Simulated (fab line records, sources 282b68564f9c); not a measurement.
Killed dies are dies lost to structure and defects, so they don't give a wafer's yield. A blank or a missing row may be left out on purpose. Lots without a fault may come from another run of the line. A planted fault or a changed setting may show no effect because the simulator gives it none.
Which tool did it? | flow rit_cmos | 14 lots, 42 wafers sampled, at 1 step of a route of 202

WHAT THE GAUGES READ, wafer by wafer
The record holds no reading of a measuring or inspecting step that can be judged against a usual standard deviation.

WHICH TOOL RAN EACH LOT (tool, then ch and the chambers of the sampled wafers, then the start)
lot  | RIT_CONTACT_STRIP_12
L829 | plasma_asher-04 ch 1, day 3 03:32
L832 | plasma_asher-04 ch 0, day 3 19:55
L833 | plasma_asher-03 ch 0,1, day 4 01:33
L835 | plasma_asher-01 ch 0,1, day 4 09:19
L836 | plasma_asher-01 ch 0,1, day 4 15:49
L837 | plasma_asher-04 ch 0,1, day 4 20:57
L840 | plasma_asher-03 ch 0,1, day 5 10:52
L844 | plasma_asher-01 ch 0,1, day 6 10:22
L846 | plasma_asher-01 ch 0,1, day 6 17:37
L847 | plasma_asher-04 ch 0,1, day 7 00:13
L848 | plasma_asher-04 ch 0,1, day 7 08:57
L849 | plasma_asher-03 ch 0,1, day 7 14:23
L850 | plasma_asher-03 ch 0,1, day 7 16:44
L851 | plasma_asher-03 ch 0,1, day 7 19:29
- RIT_CONTACT_STRIP_12: strips in O2, time 180 s.

WHAT THE TOOLS THEMSELVES READ (means of the sampled wafers that have a number; where no wafer has one, the mark that the record gives instead)
RIT_CONTACT_STRIP_12. Usual: chamber_pressure_mTorr 4000 mTorr, standard deviation 3.9; drypump_motor_current_A 5.49 A, standard deviation 0.26; o2_flow_sccm 3999 sccm, standard deviation 12.
lot  | tool            | chamber_pressure_mTorr (mTorr) | drypump_motor_current_A (A) | o2_flow_sccm (sccm) | flag
L829 | plasma_asher-04 | 3999                           | 5.33                        | 3997                |
L832 | plasma_asher-04 | 3995                           | 5.41                        | 4004                |
L833 | plasma_asher-03 | 4002                           | 5.58                        | 4000                |
L835 | plasma_asher-01 | 3998                           | 5.33                        | 3997                |
L836 | plasma_asher-01 | -                              | -                           | -                   | OFF
L837 | plasma_asher-04 | -                              | -                           | -                   | OFF
L840 | plasma_asher-03 | 4000                           | 5.78                        | 4001                |
L844 | plasma_asher-01 | 4000                           | 5.31                        | 3997                |
L846 | plasma_asher-01 | 3998                           | 5.33                        | 4009                |
L847 | plasma_asher-04 | 4001                           | 5.37                        | 4009                |
L848 | plasma_asher-04 | 4004                           | 5.36                        | 3994                |
L849 | plasma_asher-03 | 4000                           | 5.60                        | 3999                |
L850 | plasma_asher-03 | 4000                           | 5.76                        | 4000                |
L851 | plasma_asher-03 | 4000                           | 5.57                        | 3989                |

THE ANSWER, worked out from the rows above alone
Rule: a lot is off if the mean of its wafers that have a number lies more than 3 standard deviations from the usual mean. A lot without any number at a reading at which 4 lots or more have one is off too. The other lots that the step has rows for count as sound. The gauges are gone through in route order, then the tools' own readings, and for those a lot's mean is taken as printed above. The first step at which some lot is off is used, and at that step the reading that is off furthest; a lot without a number counts as furthest.
Off: L836, L837, at RIT_CONTACT_STRIP_12 (chamber_pressure_mTorr). Without a number there: L836, L837.
A tool fits if, at that step or a process step before it, it ran every lot that is off, and no sound lot after the first of them. None of those tried fits.

WHAT THE SIMULATOR HAD PUT IN
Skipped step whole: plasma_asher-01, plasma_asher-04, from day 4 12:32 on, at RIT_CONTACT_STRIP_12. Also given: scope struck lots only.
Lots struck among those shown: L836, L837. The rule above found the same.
